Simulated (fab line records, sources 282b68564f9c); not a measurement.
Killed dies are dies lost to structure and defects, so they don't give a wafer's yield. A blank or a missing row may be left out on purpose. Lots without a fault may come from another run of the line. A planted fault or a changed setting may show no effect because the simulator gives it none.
fab line records | flow rit_cmos
record lots=6 wafers=18 last_day=7
route steps=202 shown PSD@152 SDANNEAL@153 NSD@158 PLDD@159 NLDD@160 SILICIDE@161 M1@202
lots that met no fault: from a run of the same line without faults
start_h: hours from the record's first day to the start of the lot's first wafer shown | wait_h: hours since the lot's step before | " the same as in the row above | L1.1+2: a row that stands for several wafers | - no value, or no start given | * or withheld: withheld | < > ~ a bound
route shown NAME@n: a module of which the file shows steps, and the number in the route of the first | usual: mean/standard deviation of fault-free wafers | same: alike in all rows | chamber/n: place in a boat | sites: the reading at each site | _std_site: their standard deviation | _edge_site: outer sites' mean less inner sites' | radius_mm: how far each site lies from the wafer's centre | mask NAME#n: copy n | behind: the tool/chamber that last shaped the wafer | hold: why the lot was held/for how many hours/how that ended | device: the transistor (n, p or np) that didn't switch | end of line: the same wafers' tests at the end of the route | a step without rows: its recipe alone | killed: dies lost to structure and defects at the first sort, not the wafer's yield | map: a wafer's dies, x killed, . not, _ none there
set.NAME: the setting as run; set.NAME@STEP: as run at that earlier step | model.NAME: the simulator's own value behind a step, which no gauge read
lots at some steps of the route; a table a step, a row a wafer
services: from which hour (start_h, from the record's first day; less than 0 if before it) a tool's chamber was out of use, for how many hours, and why
## steps
# step RIT_PSD_TW_MEAS_10
# usual PSD_TW=3386/23
# columns lot.wafer tool chamber start_h wait_h PSD_TW
L926.1 film_metro-01 - 48.30 0.1 3377
L926.3 " - " " 3379
L926.6 " - " " 3383
L931.1 film_metro-01 - 75.12 0.1 3374
L931.2 " - " " 3376
L931.5 " - " " 3385
L944.2 film_metro-01 - 140.97 0.1 3369
L944.5 " - " " 3371
L944.6 " - " " 3369
L945.3 film_metro-01 - 149.84 0.1 3388
L945.4 " - " " 3394
L945.5 " - " " 3382
L947.1 film_metro-01 - 157.51 0.1 3377
L947.3 " - " " 3375
L947.4 " - " " 3373
L949.1 film_metro-01 - 166.58 0.1 3371
L949.5 " - " " 3366
L949.6 " - " " 3395
# step RIT_SDANNEAL_CLEAN_00
# recipe chemistry=SC1 mix=3:3:50 time_s=600 temp_c=75
# step RIT_SDANNEAL_CLEAN_01
# recipe chemistry=dHF dilution=50:1 time_s=30
# step RIT_SDANNEAL_CLEAN_02
# recipe chemistry=SC2 mix=3:3:50 time_s=600 temp_c=75 dry=n2_spin
# step RIT_SDANNEAL_RTA_03
# recipe temp_c=1050 time_s=5 idle_temp_c=600 ramp_up_c_per_s=342 ramp_down_c_per_s=171 cool_to_c=600 ambient=N2
# usual wafer_temp_C_max=1053.7/1.2
# same time_s=5
# columns lot.wafer tool chamber start_h wait_h wafer_temp_C_max
L926.1 rtp_anneal-01 0 48.73 0.0 1052.8
L926.3 " 0 " " 1055.9
L926.6 " 0 " " 1055.9
L931.1 rtp_anneal-02 0 75.55 0.0 1053.5
L931.2 " 0 " " 1054.3
L931.5 " 0 " " 1053.4
L944.2 rtp_anneal-01 0 141.43 0.0 1053.7
L944.5 " 0 " " 1053.7
L944.6 " 0 " " 1054.0
L945.3 rtp_anneal-02 0 150.29 0.0 1055.1
L945.4 " 0 " " 1053.7
L945.5 " 0 " " 1055.4
L947.1 rtp_anneal-02 0 157.94 0.0 1054.1
L947.3 " 0 " " 1053.9
L947.4 " 0 " " 1052.9
L949.1 rtp_anneal-01 0 167.02 0.0 1053.5
L949.5 " 0 " " 1056.1
L949.6 " 0 " " 1053.2
# step RIT_SDANNEAL_RS_MEAS_04
# recipe thk_meas_gauge=four-point-probe
# usual PSD_RS=115.9/0.3
# columns lot.wafer tool chamber start_h wait_h PSD_RS[ohm/sq]
L926.1 film_metro-01 - 48.79 0.0 115.8
L926.3 " - " " 115.8
L926.6 " - " " 115.9
L931.1 film_metro-03 - 75.61 0.0 115.5
L931.2 " - " " 115.5
L931.5 " - " " 115.3
L944.2 film_metro-03 - 141.49 0.1 116.0
L944.5 " - " " 116.1
L944.6 " - " " 116.1
L945.3 film_metro-03 - 150.36 0.1 115.5
L945.4 " - " " 115.4
L945.5 " - " " 115.5
L947.1 film_metro-03 - 157.99 0.0 116.1
L947.3 " - " " 115.6
L947.4 " - " " 115.9
L949.1 film_metro-03 - 167.08 0.0 116.2
L949.5 " - " " 116.1
L949.6 " - " " 115.8
# step RIT_SDANNEAL_RS_MEAS_05
# recipe thk_meas_gauge=four-point-probe
# usual NSD_RS=85.23/0.26
# columns lot.wafer tool chamber start_h wait_h NSD_RS[ohm/sq]
L926.1 film_metro-01 - 48.91 0.1 84.95
L926.3 " - " " 85.10
L926.6 " - " " 84.67
L931.1 film_metro-03 - 75.73 0.1 85.49
L931.2 " - " " 85.19
L931.5 " - " " 85.47
L944.2 film_metro-03 - 141.61 0.1 85.22
L944.5 " - " " 85.04
L944.6 " - " " 85.20
L945.3 film_metro-03 - 150.48 0.1 84.92
L945.4 " - " " 85.23
L945.5 " - " " 85.24
L947.1 film_metro-03 - 158.11 0.1 85.01
L947.3 " - " " 84.95
L947.4 " - " " 84.91
L949.1 film_metro-03 - 167.20 0.1 85.39
L949.5 " - " " 85.15
L949.6 " - " " 85.53
# step RIT_SDANNEAL_RS_MEAS_06
# recipe thk_meas_gauge=four-point-probe
# usual PLDD_RS=178.7/0.5
# columns lot.wafer tool chamber start_h wait_h PLDD_RS[ohm/sq]
L926.1 film_metro-01 - 49.03 0.1 179.1
L926.3 " - " " 179.3
L926.6 " - " " 179.3
L931.1 film_metro-03 - 75.85 0.1 178.8
L931.2 " - " " 178.6
L931.5 " - " " 177.9
L944.2 film_metro-03 - 141.73 0.1 178.3
L944.5 " - " " 178.2
L944.6 " - " " 178.6
L945.3 film_metro-03 - 150.60 0.1 177.7
L945.4 " - " " 177.6
L945.5 " - " " 177.9
L947.1 film_metro-03 - 158.23 0.1 179.1
L947.3 " - " " 178.3
L947.4 " - " " 178.9
L949.1 film_metro-03 - 167.32 0.1 179.1
L949.5 " - " " 178.9
L949.6 " - " " 179.0
# step RIT_SDANNEAL_RS_MEAS_07
# recipe thk_meas_gauge=four-point-probe
# usual NLDD_RS=151.7/0.57
# columns lot.wafer tool chamber start_h wait_h NLDD_RS[ohm/sq]
L926.1 film_metro-01 - 49.15 0.1 152.1
L926.3 " - " " 151.9
L926.6 " - " " 151.6
L931.1 film_metro-03 - 75.97 0.1 151.1
L931.2 " - " " 151.5
L931.5 " - " " 151.3
L944.2 film_metro-03 - 141.85 0.1 151.7
L944.5 " - " " 151.3
L944.6 " - " " 151.7
L945.3 film_metro-03 - 150.72 0.1 150.8
L945.4 " - " " 151.3
L945.5 " - " " 151.2
L947.1 film_metro-03 - 158.35 0.1 151.4
L947.3 " - " " 151.4
L947.4 " - " " 151.0
L949.1 film_metro-03 - 167.44 0.1 151.4
L949.5 " - " " 152.2
L949.6 " - " " 151.9
# step RIT_SILICIDE_WET_ETCH_00
# recipe chemistry=BOE target=SiO2 target_depth_nm=14 time_s=15 dry=n2_spin dilution=10:1 temp_c=21.5
# step RIT_SILICIDE_SPUTTER_01
# recipe material=Ti target_thk_nm=30 power_w=361.4 chamber_pressure_pa=0.667 gas=Ar time_s=240 substrate_temp_c=25
# usual cathode_dc_power_W=361.40/0.064 throttle_valve_pct=29.6/0.82
# same time_s=240
# columns lot.wafer tool chamber start_h wait_h cathode_dc_power_W throttle_valve_pct
L926.1 pvd_sputter-02 - 49.28 0.0 361.38 30.4
L926.3 " - " " 361.47 28.9
L926.6 " - " " 361.51 29.1
L931.1 pvd_sputter-02 - 76.10 0.0 361.40 29.1
L931.2 " - " " 361.39 29.0
L931.5 " - " " 361.35 30.7
L944.2 pvd_sputter-01 - 141.97 0.0 361.38 28.6
L944.5 " - " " 361.48 30.1
L944.6 " - " " 361.39 28.7
L945.3 pvd_sputter-02 - 150.82 0.0 361.40 30.2
L945.4 " - " " 361.42 28.7
L945.5 " - " " 361.45 29.2
L947.1 pvd_sputter-02 - 158.49 0.0 361.47 29.9
L947.3 " - " " 361.40 28.8
L947.4 " - " " 361.41 29.2
L949.1 pvd_sputter-02 - 167.57 0.0 361.35 28.9
L949.5 " - " " 361.25 29.3
L949.6 " - " " 361.32 30.4
# step RIT_SILICIDE_RS_MEAS_02
# recipe thk_meas_gauge=four-point-probe reads=Ti_of_SILICIDE_SPUTTER_01
# usual SILICIDE_TI_RS=46.0/0.51
# columns lot.wafer tool chamber start_h wait_h SILICIDE_TI_RS[ohm/sq]
L926.1 film_metro-04 - 49.43 0.1 46.4
L926.3 " - " " 46.1
L926.6 " - " " 46.2
L931.1 film_metro-01 - 76.25 0.1 46.2
L931.2 " - " " 46.4
L931.5 " - " " 46.0
L944.2 film_metro-01 - 142.14 0.1 46.5
L944.5 " - " " 46.5
L944.6 " - " " 46.9
L945.3 film_metro-01 - 151.01 0.1 46.0
L945.4 " - " " 46.3
L945.5 " - " " 46.0
L947.1 film_metro-04 - 158.64 0.1 45.0
L947.3 " - " " 45.3
L947.4 " - " " 45.3
L949.1 film_metro-02 - 167.72 0.1 45.9
L949.5 " - " " 45.9
L949.6 " - " " 46.1
# step RIT_SILICIDE_THK_MEAS_03
# recipe thk_meas_gauge=xrf reads=Ti_of_SILICIDE_SPUTTER_01
# usual SILICIDE_TI_THK=31.32/0.29
# columns lot.wafer tool chamber start_h wait_h hold SILICIDE_TI_THK[nm]
L926.1 film_metro-04 - 49.55 0.1 - 31.08
L926.3 " - " " - 31.27
L926.6 " - " " - 31.14
L931.1 film_metro-01 - 76.37 0.1 - 31.23
L931.2 " - " " - 31.34
L931.5 " - " " - 31.62
L944.2 film_metro-01 - 142.25 0.1 await_dispo/0.2h/release 33.01
L944.5 " - " " await_dispo/0.2h/release 32.70
L944.6 " - " " await_dispo/0.2h/release 32.64
L944.2 film_metro-01 - 142.47 0.2 - 32.79
L944.5 " - " " - 32.87
L944.6 " - " " - 32.69
L945.3 film_metro-01 - 151.11 0.1 await_dispo/0.2h/release 33.01
L945.4 " - " " await_dispo/0.2h/release 32.96
L945.5 " - " " await_dispo/0.2h/release 33.20
L945.3 film_metro-01 - 151.33 0.2 - 33.03
L945.4 " - " " - 33.11
L945.5 " - " " - 33.14
L947.1 film_metro-04 - 158.76 0.1 - 31.82
L947.3 " - " " - 31.49
L947.4 " - " " - 31.48
L949.1 film_metro-02 - 167.84 0.1 - 31.47
L949.5 " - " " - 31.72
L949.6 " - " " - 31.49
# step RIT_SILICIDE_RTA_04
# recipe temp_c=650 time_s=10 idle_temp_c=25 ramp_up_s=5 ramp_down_s=5 cool_to_c=25 ambient=N2
# usual wafer_temp_C_max=653.8/0.89
# same time_s=10
# columns lot.wafer tool chamber start_h wait_h hold wafer_temp_C_max
L926.1 rtp_anneal-02 0 49.61 0.1 - 654.4
L926.3 " 0 " " - 652.5
L926.6 " 0 " " - 654.1
L931.1 rtp_anneal-01 0 76.43 0.1 - 655.6
L931.2 " 0 " " - 655.1
L931.5 " 0 " " - 654.1
L944.2 rtp_anneal-02 0 145.94 3.5 await_dispo/3.4h/release 652.9
L944.5 " 0 " " await_dispo/3.4h/release 653.1
L944.6 " 0 " " await_dispo/3.4h/release 653.0
L945.3 rtp_anneal-01 0 152.51 1.2 await_dispo/1.1h/release 653.9
L945.4 " 0 " " await_dispo/1.1h/release 654.0
L945.5 " 0 " " await_dispo/1.1h/release 653.2
L947.1 rtp_anneal-01 0 158.82 0.1 - 655.4
L947.3 " 0 " " - 655.1
L947.4 " 0 " " - 654.3
L949.1 rtp_anneal-02 0 167.90 0.1 - 653.8
L949.5 " 0 " " - 653.2
L949.6 " 0 " " - 654.6
# step RIT_M1_PROBE_99
# usual killed_at_contacts=0.1/0.25 killed_at_front_end=7/3.1 killed_dies=7/3.1 killed_open=3.6/2 killed_short=3.5/2
# same gross_dies=264 killed_at_M0_to_M3=0 killed_at_M4_up=0 killed_at_back_side=0 killed_at_other=0
# columns lot.wafer tool chamber start_h wait_h killed_at_contacts killed_at_front_end killed_dies killed_open killed_short
L931.1 prober-01 - 83.44 0.1 0 10 10 6 4
L931.2 prober-01 - 83.49 0.1 0 11 11 8 3
L931.5 prober-01 - 83.64 0.2 0 7 7 4 3
L944.2 prober-02 - 153.29 0.1 0 2 2 2 0
L944.5 prober-02 - 153.44 0.2 1 11 12 6 6
L944.6 prober-02 - 153.49 0.2 1 8 9 6 3
L945.3 prober-01 - 159.60 0.2 0 9 9 6 3
L945.4 prober-01 - 159.65 0.2 0 5 5 2 3
L945.5 prober-01 - 159.70 0.2 0 7 7 2 5
L947.1 prober-01 - 165.70 0.1 0 13 13 5 8
L947.3 prober-01 - 165.80 0.2 0 10 10 7 3
L947.4 prober-01 - 165.85 0.2 0 7 7 0 7
L949.1 prober-01 - 174.33 0.1 0 5 5 3 2
L949.5 prober-01 - 174.53 0.2 0 4 4 1 3
L949.6 prober-01 - 174.58 0.2 1 12 13 9 4
# killed by level:class
L931.1 FOX1:geometric_particle:short=2 GATE:geometric_particle:open=2 FOX1:geometric_particle:open=1 FOX2:geometric_particle:open=1 GATE:geometric_particle:short=1 REOX:geometric_particle:open=1 REOX:geometric_particle:short=1 SILICIDE:geometric_particle:open=1
L931.2 REOX:geometric_particle:open=3 GATE:geometric_particle:open=2 FOX1:geometric_particle:open=1 FOX2:geometric_particle:open=1 REOX:geometric_particle:short=1 SPACER:geometric_particle:short=1 SILICIDE:geometric_particle:short=1 SILICIDE:geometric_particle:open=1
L931.5 GATE:geometric_particle:short=2 REOX:geometric_particle:open=2 FOX1:geometric_particle:open=1 SPACER:geometric_particle:short=1 SILICIDE:geometric_particle:open=1
L944.2 GATE:geometric_particle:open=2
L944.5 GATE:geometric_particle:short=4 GATE:geometric_particle:open=3 REOX:geometric_particle:open=2 FOX1:geometric_particle:open=1 REOX:geometric_particle:short=1 CONTACT:geometric_particle:short=1
L944.6 REOX:geometric_particle:open=4 GATE:geometric_particle:open=1 REOX:geometric_particle:short=1 SILICIDE:geometric_particle:open=1 SILICIDE:geometric_particle:short=1 CONTACT:geometric_particle:short=1
L945.3 GATE:geometric_particle:open=4 FOX1:geometric_particle:open=1 FOX2:geometric_particle:short=1 GATE:geometric_particle:short=1 SPACER:geometric_particle:short=1 SPACER:geometric_particle:open=1
L945.4 SPACER:geometric_particle:open=2 FOX1:geometric_particle:short=1 GATE:geometric_particle:short=1 SPACER:geometric_particle:short=1
L945.5 SPACER:geometric_particle:short=2 GATE:geometric_particle:short=2 REOX:geometric_particle:short=1 REOX:geometric_particle:open=1 SPACER:geometric_particle:open=1
L947.1 GATE:geometric_particle:open=4 FOX2:geometric_particle:short=3 FOX1:geometric_particle:short=1 GATE:geometric_particle:short=1 REOX:geometric_particle:short=1 SPACER:geometric_particle:open=1 SPACER:geometric_particle:short=1 SILICIDE:geometric_particle:short=1
L947.3 FOX2:geometric_particle:open=3 GATE:geometric_particle:open=2 SPACER:geometric_particle:short=2 SILICIDE:geometric_particle:open=2 GATE:geometric_particle:short=1
L947.4 SILICIDE:geometric_particle:short=4 FOX1:geometric_particle:short=1 REOX:geometric_particle:short=1 SPACER:geometric_particle:short=1
L949.1 FOX1:geometric_particle:short=2 GATE:geometric_particle:open=1 SPACER:geometric_particle:open=1 SILICIDE:geometric_particle:open=1
L949.5 GATE:geometric_particle:short=3 SPACER:geometric_particle:open=1
L949.6 GATE:geometric_particle:open=6 FOX1:geometric_particle:open=1 FOX2:geometric_particle:open=1 FOX2:geometric_particle:short=1 GATE:geometric_particle:short=1 SPACER:geometric_particle:short=1 SILICIDE:geometric_particle:short=1 CONTACT:geometric_particle:open=1
## services
# columns tool chamber start_h hours kind
pvd_sputter-01 - 117.17 1.0 repair
rtp_anneal-02 - 158.43 1.0 pm
## key
first_sign step=RIT_SILICIDE_THK_MEAS_03 reading=visit direction=added
effect step=RIT_SILICIDE_THK_MEAS_03 reading=SILICIDE_TI_THK direction=up sigmas=5.6 usual=31.32 struck=32.92
met_at RIT_SILICIDE_THK_MEAS_03
struck_wafers L944.2,L944.5,L944.6,L945.3,L945.4,L945.5
tester_left_out L944,L945
onset_between 76.37 142.25
fault kind=metrology_matching_offset tool=film_metro-01 chamber=- onset_h=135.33 steps=RIT_SILICIDE_THK_MEAS_03 param=thk_nm offset=1.7858
# tester_left_out: of these lots the tester's yield and bins aren't shown, on N5 and GAA mostly nor the transistor test; their killed dies are dies lost to structure and defects alone, not to doping, threshold or leakage, so they don't give the yield
